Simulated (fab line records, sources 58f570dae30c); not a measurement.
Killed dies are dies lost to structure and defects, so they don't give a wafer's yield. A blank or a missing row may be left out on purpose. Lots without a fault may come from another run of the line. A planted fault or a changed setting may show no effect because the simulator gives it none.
fab line records | flow berkeley_cmos170
record lots=15 wafers=45 last_day=12
route steps=331 shown PWELL@51 GATE@135 CONTACT@234
lots that met no fault: from a run of the same line without faults
start_h: hours from the record's first day to the start of the lot's first wafer shown | wait_h: hours since the lot's step before | " the same as in the row above | L1.1+2: a row that stands for several wafers | - no value, or no start given | * or withheld: withheld | < > ~ a bound
route shown NAME@n: a module of which the file shows steps, and the number in the route of the first | usual: mean/standard deviation of fault-free wafers | same: alike in all rows | chamber/n: place in a boat | sites: the reading at each site | _std_site: their standard deviation | _edge_site: outer sites' mean less inner sites' | radius_mm: how far each site lies from the wafer's centre | mask NAME#n: copy n | behind: the tool/chamber that last shaped the wafer | hold: why the lot was held/for how many hours/how that ended | device: the transistor (n, p or np) that didn't switch | end of line: the same wafers' tests at the end of the route | a step without rows: its recipe alone | killed: dies lost to structure and defects at the first sort, not the wafer's yield | map: a wafer's dies, x killed, . not, _ none there
set.NAME: the setting as run; set.NAME@STEP: as run at that earlier step | model.NAME: the simulator's own value behind a step, which no gauge read
steps of the route over a sample of lots; a table a step, a row a wafer
services: from which hour (start_h, from the record's first day; less than 0 if before it) a tool's chamber was out of use, for how many hours, and why
## steps
# step UCB170_PWELL_TW_MEAS_17
# usual PWELL_TW=383.7/2.3
# columns lot.wafer tool chamber start_h wait_h PWELL_TW
L472.2 film_metro-04 - 47.08 0.1 380.4
L472.3 " - " " 382.0
L472.5 " - " " 381.7
L474.3 film_metro-03 - 61.63 0.1 382.2
L474.4 " - " " 385.0
L474.5 " - " " 385.2
L473.2 film_metro-04 - 61.64 0.1 380.6
L473.4 " - " " 380.0
L473.6 " - " " 381.4
L476.1 film_metro-04 - 68.75 0.1 381.9
L476.2 " - " " 381.8
L476.3 " - " " 381.5
L477.2 film_metro-01 - 78.94 0.1 380.0
L477.4 " - " " 381.4
L477.5 " - " " 382.8
L478.3 film_metro-04 - 82.66 0.1 383.5
L478.4 " - " " 383.0
L478.6 " - " " 382.1
L481.1 film_metro-01 - 93.73 0.1 384.6
L481.3 " - " " 381.7
L481.5 " - " " 381.9
L482.2 film_metro-04 - 94.33 0.1 383.4
L482.5 " - " " 382.3
L482.6 " - " " 385.0
L484.4 film_metro-01 - 104.97 0.1 387.5
L484.5 " - " " 388.2
L484.6 " - " " 389.4
L483.1 film_metro-03 - 105.18 0.1 383.9
L483.2 " - " " 381.1
L483.5 " - " " 381.7
L485.1 film_metro-03 - 111.60 0.1 384.1
L485.3 " - " " 382.4
L485.5 " - " " 384.2
L488.1 film_metro-01 - 132.07 0.1 387.7
L488.2 " - " " 385.8
L488.6 " - " " 387.2
L492.4 film_metro-03 - 149.77 0.1 383.0
L492.5 " - " " 385.3
L492.6 " - " " 385.5
L491.1 film_metro-01 - 149.92 0.1 387.5
L491.2 " - " " 385.9
L491.3 " - " " 387.8
L495.1 film_metro-04 - 165.53 0.1 382.2
L495.3 " - " " 382.0
L495.6 " - " " 379.2
# step UCB170_GATE_EXPOSE_09
# recipe mask_id=POLY target_cd_nm=350 na=0.5 sigma_outer=0.6 source_shape=conventional dose_mj=21
# usual exposure_dose_mJ_cm2=20.989/0.02 focus_offset_nm=-0.1/0.52
# columns lot.wafer tool chamber start_h wait_h mask exposure_dose_mJ_cm2 focus_offset_nm
L472.2 krf_scanner-01 0 128.73 - POLY#0 20.997 0.5
L472.3 " 0 " " POLY#0 20.999 0.1
L472.5 " 0 " " POLY#0 21.002 -0.7
L473.2 krf_scanner-01 0 135.85 - POLY#0 20.968 -0.1
L473.4 " 0 " " POLY#0 20.974 0.4
L473.6 " 0 " " POLY#0 20.998 0.3
L474.3 krf_scanner-02 0 136.11 - POLY#0 20.987 0.0
L474.4 " 0 " " POLY#0 20.997 -0.6
L474.5 " 0 " " POLY#0 20.959 0.4
L477.2 krf_scanner-02 0 146.16 - POLY#0 20.976 0.4
L477.4 " 0 " " POLY#0 20.971 0.3
L477.5 " 0 " " POLY#0 21.017 0.5
L476.1 krf_scanner-01 0 146.57 - POLY#0 20.987 -1.1
L476.2 " 0 " " POLY#0 21.021 0.0
L476.3 " 0 " " POLY#0 20.967 -0.4
L478.3 krf_scanner-02 0 156.25 - POLY#0 20.955 0.0
L478.4 " 0 " " POLY#0 20.985 0.2
L478.6 " 0 " " POLY#0 20.984 -0.1
L481.1 krf_scanner-01 0 168.06 - POLY#0 20.921 -0.4
L481.3 " 0 " " POLY#0 20.962 -0.2
L481.5 " 0 " " POLY#0 20.946 -0.8
L482.2 krf_scanner-02 0 168.36 - POLY#0 21.005 0.5
L482.5 " 0 " " POLY#0 20.993 0.2
L482.6 " 0 " " POLY#0 21.010 0.8
L483.1 krf_scanner-01 0 190.96 - POLY#0 21.005 0.1
L483.2 " 0 " " POLY#0 21.011 -0.3
L483.5 " 0 " " POLY#0 20.989 -0.2
L485.1 krf_scanner-01 0 191.07 - POLY#0 20.967 0.3
L485.3 " 0 " " POLY#0 20.987 0.1
L485.5 " 0 " " POLY#0 20.991 0.6
L484.4 krf_scanner-01 0 191.25 - POLY#0 20.994 0.3
L484.5 " 0 " " POLY#0 20.999 0.3
L484.6 " 0 " " POLY#0 20.976 0.6
L488.1 krf_scanner-02 - 224.08 - POLY#0 - -
L488.2 " - " " POLY#0 - -
L488.6 " - " " POLY#0 - -
L492.4 krf_scanner-01 - 238.28 - POLY#0 - -
L492.5 " - " " POLY#0 - -
L492.6 " - " " POLY#0 - -
L491.1 krf_scanner-01 - 238.33 - POLY#0 - -
L491.2 " - " " POLY#0 - -
L491.3 " - " " POLY#0 - -
L495.1 krf_scanner-02 0 247.10 - POLY#0 20.956 0.2
L495.3 " 0 " " POLY#0 20.999 -0.1
L495.6 " 0 " " POLY#0 20.982 -0.2
# step UCB170_GATE_STRIP_16
# recipe chemistry=O2 power_w=400 pressure_mtorr=3500 platen_temp_c=withheld o2_flow_sccm=400 overash_fraction=0.5
# usual drypump_motor_current_A=5.4/0.36 oes_product_au=0.724/0.0043
# columns lot.wafer tool chamber start_h wait_h drypump_motor_current_A oes_product_au rf_hours_counter_h
L472.2 plasma_asher-04 1 129.51 0.0 5.3 0.720 36
L472.3 " 1 " " 5.3 0.730 -
L472.5 " 0 " " 5.5 0.726 -
L473.2 plasma_asher-03 0 136.47 0.0 5.0 0.728 2
L473.4 " 1 " " 6.2 0.720 -
L473.6 " 1 " " 6.2 0.722 -
L474.3 plasma_asher-04 1 136.74 0.1 5.3 0.724 -
L474.4 " 0 " " 5.6 0.725 -
L474.5 " 1 " " 5.3 0.728 -
L477.2 plasma_asher-02 1 146.85 0.0 5.3 0.723 35
L477.4 " 1 " " 5.3 0.724 -
L477.5 " 1 " " 5.3 0.723 -
L476.1 plasma_asher-02 1 147.37 0.0 5.3 0.716 35
L476.2 " 0 " " 5.1 0.720 35
L476.3 " 0 " " 5.1 0.725 -
L478.3 plasma_asher-03 1 156.98 0.1 6.2 0.721 -
L478.4 " 0 " " 5.0 0.716 -
L478.6 " 1 " " 6.2 0.724 -
L481.1 plasma_asher-04 0 169.18 0.0 5.5 0.726 41
L481.3 " 0 " " 5.5 0.724 -
L481.5 " 0 " " 5.5 0.721 -
L482.2 plasma_asher-02 1 169.37 0.0 5.2 0.723 37
L482.5 " 0 " " 5.1 0.722 -
L482.6 " 1 " " 5.3 0.731 -
L483.1 plasma_asher-04 0 191.87 0.0 5.5 0.724 43
L483.2 " 1 " " 5.3 0.730 43
L483.5 " 1 " " 5.3 0.714 -
L485.1 plasma_asher-03 1 191.91 0.0 6.2 0.727 8
L485.3 " 0 " " 5.1 0.717 -
L485.5 " 1 " " 6.2 0.724 -
L484.4 plasma_asher-02 0 192.17 0.1 5.0 0.721 -
L484.5 " 1 " " 5.3 0.719 -
L484.6 " 0 " " 5.1 0.721 -
L488.1 plasma_asher-03 1 224.72 0.0 6.2 0.727 11
L488.2 " 0 " " 5.0 0.724 11
L488.6 " 0 " " 5.0 0.724 -
L491.1 plasma_asher-04 0 239.35 0.0 5.5 0.732 47
L491.2 " 1 " " 5.3 0.725 47
L491.3 " 1 " " 5.3 0.724 -
L492.4 plasma_asher-03 1 239.37 0.1 6.2 0.721 -
L492.5 " 0 " " 5.0 0.717 -
L492.6 " 1 " " 6.2 0.730 -
L495.1 plasma_asher-03 0 248.22 0.0 5.0 0.724 13
L495.3 " 1 " " 6.2 0.730 -
L495.6 " 1 " " 6.2 0.727 -
# step UCB170_CONTACT_ETCH_18
# recipe chemistry=CHF3/CF4/Ar target=PSG stop_on=TiSi2 CHF3_flow_sccm=45 cf4_flow_sccm=15 Ar_flow_sccm=150 pressure_mtorr=200 rf_w=700 target_depth_a=8400 over_etch_frac=0.2 time_s=195
# usual cf4_flow_sccm=14.99/0.043 drypump_motor_current_A=5.4/0.4 oes_product_au=0.892/0.017 throttle_valve_pct=6.93/0.1
# columns lot.wafer tool chamber start_h wait_h cf4_flow_sccm drypump_motor_current_A oes_product_au rf_hours_counter_h throttle_valve_pct
L472.2 rie_diel-01 0 - - 15.00 5.7 0.906 143 6.89
L472.3 " 3 " " 14.98 5.3 0.903 12 6.98
L472.5 " 1 " " 14.98 4.9 0.900 - 6.96
L474.3 rie_diel-01 3 - - 15.01 5.3 0.895 12 6.97
L474.4 " 2 " " 15.08 5.9 0.914 20 6.78
L474.5 " 2 " " 15.01 5.9 0.898 - 6.80
L473.2 rie_diel-03 3 - - 14.94 5.7 0.906 54 7.02
L473.4 " 0 " " 15.01 5.4 0.866 22 6.95
L473.6 " 1 " " 15.08 4.7 0.861 - 6.74
L476.1 rie_diel-03 3 - - 15.01 5.7 0.905 54 7.02
L476.2 " 2 " " 15.02 5.3 0.903 48 7.09
L476.3 " 1 " " 15.06 4.7 0.870 106 6.74
L477.2 rie_diel-03 0 - - 14.99 5.4 0.876 23 6.94
L477.4 " 2 " " 15.01 5.3 0.896 48 7.08
L477.5 " 2 " " 15.02 5.3 0.900 - 7.09
L478.3 rie_diel-03 0 - - 15.05 5.4 0.870 23 6.96
L478.4 " 1 " " 15.01 4.8 0.864 106 6.75
L478.6 " 1 " " 14.97 4.7 0.869 - 6.73
L481.1 rie_diel-04 3 - - 14.98 5.9 0.921 109 7.05
L481.3 " 0 " " 15.03 5.9 0.891 34 6.98
L481.5 " 0 " " 14.99 6.0 0.904 - 6.99
L482.2 rie_diel-03 3 - - 15.01 5.7 0.918 55 7.02
L482.5 " 1 " " 14.94 4.7 0.876 - 6.72
L482.6 " 0 " " 15.01 5.4 0.882 - 6.95
L485.1 rie_diel-01 0 - - 14.97 5.6 0.902 145 6.87
L485.3 " 2 " " 14.97 5.9 0.912 21 6.78
L485.5 " 1 " " 14.98 4.9 0.896 - 6.98
L483.1 rie_diel-03 2 - - 14.93 5.3 0.899 50 7.08
L483.2 " 0 " " 14.97 5.4 0.871 24 6.96
L483.5 " 0 " " 15.09 5.4 0.875 - 6.95
L484.4 rie_diel-01 0 - - 14.96 5.6 0.899 145 6.89
L484.5 " 0 " " 15.02 5.6 0.902 - 6.88
L484.6 " 1 " " 14.88 4.8 0.914 - 6.95
L495.1 rie_diel-01 1 - - 14.99 4.9 0.890 34 6.95
L495.3 " 2 " " 14.98 5.9 0.911 25 6.77
L495.6 " 3 " " 14.92 5.3 0.901 - 6.99
## services
# columns tool chamber start_h hours kind
plasma_asher-03 - 108.75 9.0 pm
krf_scanner-01 - 120.35 0.2 repair
rie_diel-03 2 128.91 16.6 repair
krf_scanner-01 - 183.70 0.2 repair
krf_scanner-01 - 184.66 1.0 pm
krf_scanner-02 - 187.86 0.2 repair
krf_scanner-01 - 196.14 7.7 repair
rie_diel-01 - 197.13 14.6 pm
krf_scanner-02 - 203.86 3.6 pm
krf_scanner-02 - 207.42 1.3 pm
rie_diel-03 - 213.78 1.0 repair
rie_diel-01 0 214.85 3.8 repair
krf_scanner-02 - 218.43 0.5 repair
rie_diel-01 2 221.54 3.4 repair
krf_scanner-01 - 232.50 0.6 repair
rie_diel-01 1 241.75 1.5 repair
krf_scanner-01 - 244.56 1.9 repair
plasma_asher-03 - 248.39 6.6 repair
plasma_asher-03 - 250.81 5.1 repair
krf_scanner-01 - 253.25 0.8 pm
krf_scanner-02 - 254.00 1.0 pm
plasma_asher-03 - 257.91 1.4 repair
krf_scanner-01 - 261.60 0.4 repair
krf_scanner-01 - 262.62 1.3 pm
## key
first_sign step=UCB170_GATE_EXPOSE_09 reading=tool_record direction=missing
effect none on later readings
met_at UCB170_GATE_EXPOSE_09
struck_lots L488,L491,L492
later_rows_left_out L488.1,L488.2,L488.6,L491.1,L491.2,L491.3,L492.4,L492.5,L492.6
sort_left_out L488.1,L488.2,L488.6,L491.1,L491.2,L491.3,L492.4,L492.5,L492.6
tester_left_out L488,L491,L492
not_acting_at UCB170_PWELL_TW_MEAS_17,UCB170_GATE_STRIP_16,UCB170_CONTACT_ETCH_18
onset_between 191.25 224.08
fault kind=skipped_step_whole tool=krf_scanner-01,krf_scanner-02 chamber=- onset_h=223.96 steps=UCB170_GATE_EXPOSE_09 scope=struck_lots_only
# tester_left_out: of these lots the tester's yield and bins aren't shown, on N5 and GAA mostly nor the transistor test; their killed dies are dies lost to structure and defects alone, not to doping, threshold or leakage, so they don't give the yield
# sort_left_out: the simulated sort isn't trusted on such a fault, so these wafers' sort isn't shown, and their yield isn't known
# later_rows_left_out: the simulator's readings of these wafers behind a module that went badly wrong aren't trusted and aren't shown, but for the sort
